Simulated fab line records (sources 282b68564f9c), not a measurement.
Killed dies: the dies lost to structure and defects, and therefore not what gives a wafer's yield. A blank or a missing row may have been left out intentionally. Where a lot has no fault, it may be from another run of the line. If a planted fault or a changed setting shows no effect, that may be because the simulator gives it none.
8D (eight disciplines) problem report, filled in by code	flow ritCmos	the parts of the form that need people (team, actions taken, sign-off) are left out

1. WHAT IS WRONG
Across 6 wafers from 2 lots, PSD_RS at RIT_SDANNEAL_RS_MEAS_04 averages 113.5 ohm/sq, while fault-free wafers read 115.8 ohm/sq with a standard deviation of 0.34. That puts it -6.7 standard deviations away from the usual mean.
The step: measures by four-point-probe.
The first sign was on wafer L550.3 at day 5 07:58, on filmMetro-02. The record has a number at this step for 42 wafers belonging to 14 lots. By rule, "out" or "out of limits" means more than 4 standard deviations away from the usual mean. The other wafers with a number count as sound.

2. WHAT IT IS AND WHAT IT IS NOT
question	is	is not
which readings at this step	PSD_RS	-
which lots	L550, L552	L540, L541, L542, L543, L544, L545, L547, L548, L549, L559, L561, L563
which wafers of those lots	all that have a number	-
read on which gauges	filmMetro-01, filmMetro-02	filmMetro-04
when	from day 5 07:58	up to then (27 sound wafers); but 9 sound wafers of L559, L561, L563 came after

3. WHAT RULES OUT EACH SUSPECT
Counting: a tool stays on the suspect list if, at a process step up to the reading, it processed all lots that are out and no sound lot following the first of them.
- ruled out: the gauge at RIT_SDANNEAL_RS_MEAS_04. The wafers that are out were read on 2 gauges (filmMetro-01, filmMetro-02).
- rtpAnneal-01 at RIT_SDANNEAL_RTA_03 (time 5 s): kept. All lots that are out passed through it, beginning with L550 at day 5 07:53, and no sound lot followed; its final sound lot before that point was L548 at day 4 19:52.
The count leaves rtpAnneal-01 at RIT_SDANNEAL_RTA_03.

4. THE CAUSE (what the simulator had put in)
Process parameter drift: rtpAnneal-01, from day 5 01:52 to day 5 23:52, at RIT_SDANNEAL_RTA_03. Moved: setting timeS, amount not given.
After counting, this tool was the only one left.

5. SEQUENCE OF EFFECTS, ordered by route
Each row: a reading where the mean over the struck wafers with a number is more than 3 standard deviations away from the usual. Scope: only readings with a usual standard deviation given in the record; hours: median across lots of the time from each lot's start at the first step in this table that gives one to its start at this step; sigmas: change in usual standard deviations.
hours	step	reading	usual	on struck wafers	change	sigmas
0	RIT_SDANNEAL_RS_MEAS_04	PSD_RS	115.8 ohm/sq	113.5	-2.3	-6.7
0	RIT_SDANNEAL_RS_MEAS_06	PLDD_RS	178.6 ohm/sq	176.3	-2.3	-5.7
Later steps that measure or inspect, where all struck wafers having a row at the step show a number for every such reading and not one has moved that far: RIT_SILICIDE_THK_MEAS_03, RIT_CONTACT_CD_MEAS_08.

6. HOW IT WOULD HAVE BEEN CAUGHT EARLIER
The first out-of-limits reading at a measuring or inspecting step in this record came at day 5 07:58, 6 hours after the fault's start at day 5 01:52.
An alarm limit of 4 standard deviations would not have fired on the tool readings at RIT_SDANNEAL_RTA_03 for which the record gives a usual standard deviation, since none of them was out on any struck wafer.
Lots out: 2; of these, L552 started RIT_SDANNEAL_RTA_03 on rtpAnneal-01 after day 5 07:58. Holding the tool at that time would have saved it.
